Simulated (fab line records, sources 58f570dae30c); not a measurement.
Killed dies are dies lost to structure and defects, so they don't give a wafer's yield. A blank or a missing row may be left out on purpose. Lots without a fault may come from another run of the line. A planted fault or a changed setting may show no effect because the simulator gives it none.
Split-lot experiment | flow berkeley_cmos170 | 5 lots, 23 wafers read, on a route of 331 steps

THE SPLIT
At UCB170_GATE_CVD_04 (deposits poly-Si from SiH4, time 1440 s, target thk 214 nm), the setting pressure_mtorr was moved away from the recipe's 375 mTorr on 15 of the 23 wafers read, by -11.3% to +10.3%. The other wafers ran this setting at the recipe's value.

The file shows no step between the split and the reading.

THE READING
GATE_POLY_THK, in nm, at UCB170_GATE_THK_MEAS_05. Fault-free wafers of this fab line usually give 214.0 nm, standard deviation 1.7 nm.

wafer  | tool, chamber at the split | pressure_mtorr as run, mTorr | against the recipe | GATE_POLY_THK, nm | against lot-mates on the recipe
L080.1 | -, -                       | 392.4                        | +4.6%              | 217.7             | no lot-mate on the recipe
L080.2 | -, -                       | 392.4                        | +4.6%              | 218.4             | no lot-mate on the recipe
L080.3 | -, -                       | 392.4                        | +4.6%              | 217.3             | no lot-mate on the recipe
L080.5 | -, -                       | 392.4                        | +4.6%              | 217.1             | no lot-mate on the recipe
L080.6 | -, -                       | 392.4                        | +4.6%              | 218.2             | no lot-mate on the recipe
L077.1 | -, -                       | 413.7                        | +10.3%             | 223.8             | no lot-mate on the recipe
L077.3 | -, -                       | 413.7                        | +10.3%             | 224.2             | no lot-mate on the recipe
L077.4 | -, -                       | 413.7                        | +10.3%             | 224.5             | no lot-mate on the recipe
L077.5 | -, -                       | 413.7                        | +10.3%             | 225.7             | no lot-mate on the recipe
L077.6 | -, -                       | 413.7                        | +10.3%             | 222.9             | no lot-mate on the recipe
L078.1 | -, -                       | 332.8                        | -11.3%             | 200.7             | no lot-mate on the recipe
L078.2 | -, -                       | 332.8                        | -11.3%             | 202.3             | no lot-mate on the recipe
L078.4 | -, -                       | 332.8                        | -11.3%             | 201.6             | no lot-mate on the recipe
L078.5 | -, -                       | 332.8                        | -11.3%             | 201.5             | no lot-mate on the recipe
L078.6 | -, -                       | 332.8                        | -11.3%             | 200.1             | no lot-mate on the recipe
L082.1 | -, -                       | 375                          | recipe             | 212.6             | -
L082.3 | -, -                       | 375                          | recipe             | 210.8             | -
L082.4 | -, -                       | 375                          | recipe             | 211.4             | -
L082.5 | -, -                       | 375                          | recipe             | 211.0             | -
L082.6 | -, -                       | 375                          | recipe             | 213.5             | -
L085.1 | lpcvd-02, 0                | 375                          | recipe             | 214.2             | -
L085.3 | lpcvd-02, 0                | 375                          | recipe             | 216.6             | -
L085.5 | lpcvd-02, 0                | 375                          | recipe             | 214.0             | -

THE FIT
A straight line over all 23 wafers: GATE_POLY_THK changes by +1.06 nm for each +1% of pressure_mtorr; r = +0.99; the points scatter about the line by 1.3 nm.
Too few moved wafers have a lot-mate on the recipe to fit a line with each lot's own level taken away.

THE WHOLE CHAIN: every reading that the file lists as answering this split, in the file's order
step                    | what it does                                               | reading                                                                        | change (the file's fit)              | r (the file's)
UCB170_GATE_CVD_04      | deposits poly-Si from SiH4, time 1440 s, target thk 214 nm | poly-Si_of_GATE_CVD_04.thk_nm (the simulator's own value, which no gauge read) | +1.06 nm for each +1% of the setting | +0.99
UCB170_GATE_THK_MEAS_05 |                                                            | GATE_POLY_THK                                                                  | +1.06 for each +1% of the setting    | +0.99

THE FILE'S OWN FIT
GATE_POLY_THK changes by +1.06 nm for each +1% of pressure_mtorr, r = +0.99.
